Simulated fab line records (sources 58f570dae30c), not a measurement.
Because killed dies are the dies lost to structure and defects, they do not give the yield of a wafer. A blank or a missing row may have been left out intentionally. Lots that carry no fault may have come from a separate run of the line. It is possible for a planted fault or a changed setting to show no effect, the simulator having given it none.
Which tool was responsible? + flow berkeley_cmos170 + 24 wafers from 8 lots sampled at 4 of the route's 331 steps

WHAT EACH GAUGE READ, for each wafer
UCB170_M3_THK_MEAS_03: measures by xrf.
| lot  | measured     | on            | M3_AL_THK (nm) |
|------|--------------|---------------|----------------|
| L375 | day 8 02:26  | film_metro-02 | 927 933 920    |
| L379 | day 9 05:14  | film_metro-04 | 904 918 905    |
| L384 | day 10 01:01 | film_metro-02 | 904 944 915    |
| L381 | day 10 01:58 | film_metro-02 | 904 904 910    |
| L385 | day 10 17:21 | film_metro-01 | 923 920 916    |
| L386 | day 11 02:41 | film_metro-02 | 916 914 906    |
| L391 | day 11 06:43 | film_metro-02 | 936 923 919    |
| L395 | day 12 01:16 | film_metro-01 | 919 909 908    |

WHAT TOOL EACH LOT RAN ON (gives the tool, then ch and the chambers of the sampled wafers, and finally the start)
| lot  | UCB170_NSD_STRIP_09                  | UCB170_M2_ETCH_17                  | UCB170_V2_ETCH_14                  |
|------|--------------------------------------|------------------------------------|------------------------------------|
| L375 | plasma_asher-02 ch 0,1, day 7 05:40  | rie_diel-03 ch 1,3, day 7 23:20    | rie_diel-03 ch 1,2, day 8 01:46    |
| L379 | plasma_asher-02 ch 0,1, day 8 05:50  | rie_diel-01 ch 0,2,3, day 9 00:55  | rie_diel-04 ch 0,1,2, day 9 04:34  |
| L384 | plasma_asher-02 ch 0,1, day 8 20:02  | rie_diel-04 ch 0,1,3, day 9 21:43  | rie_diel-03 ch 0,1,3, day 10 00:19 |
| L381 | plasma_asher-04 ch 0,1, day 8 20:22  | rie_diel-03 ch 0,2,3, day 9 22:32  | rie_diel-02 ch 0,3, day 10 01:16   |
| L385 | plasma_asher-02 ch 0,1, day 9 13:23  | rie_diel-04 ch 0,1,3, day 10 13:55 | rie_diel-02 ch 1,2, day 10 16:40   |
| L386 | plasma_asher-02 ch 0,1, day 10 00:18 | rie_diel-01 ch 2,3, day 10 23:32   | rie_diel-04 ch 1,3, day 11 02:01   |
| L391 | plasma_asher-02 ch 0,1, day 10 04:59 | rie_diel-04 ch 0,1,3, day 11 02:46 | rie_diel-02 ch 0,1,2, day 11 06:02 |
| L395 | plasma_asher-01 ch 0,1, day 11 01:17 | rie_diel-03 ch 0,1,3, day 11 21:48 | rie_diel-02 ch 0,1,2, day 12 00:36 |
- UCB170_NSD_STRIP_09: strips in O2.
- UCB170_M2_ETCH_17: etches BARC in N2/H2.
- UCB170_V2_ETCH_14: etches SiO2 in CHF3/CF4/Ar, stops on Al, target depth 1250 nm, time 291 s.

THE ANSWER, worked out from the rows above alone
Rule: the usual values come from the lots themselves. The widest of any qualifying gaps counts: lots, ordered by their means at a reading, are off when they make up no more than a third of the lots, leave a main group of 4 or more, and stand apart from it by 3 or more times the standard deviation of that group's means. Not used: any main group whose means are identical at the precision the tables above print for the reading. A lot without any number at a reading at which 4 lots or more have one is off too. All remaining lots with rows at the step are treated as sound.
No lot is off on any of the readings shown, so nothing can be concluded from this.

WHAT THE SIMULATOR PUT IN
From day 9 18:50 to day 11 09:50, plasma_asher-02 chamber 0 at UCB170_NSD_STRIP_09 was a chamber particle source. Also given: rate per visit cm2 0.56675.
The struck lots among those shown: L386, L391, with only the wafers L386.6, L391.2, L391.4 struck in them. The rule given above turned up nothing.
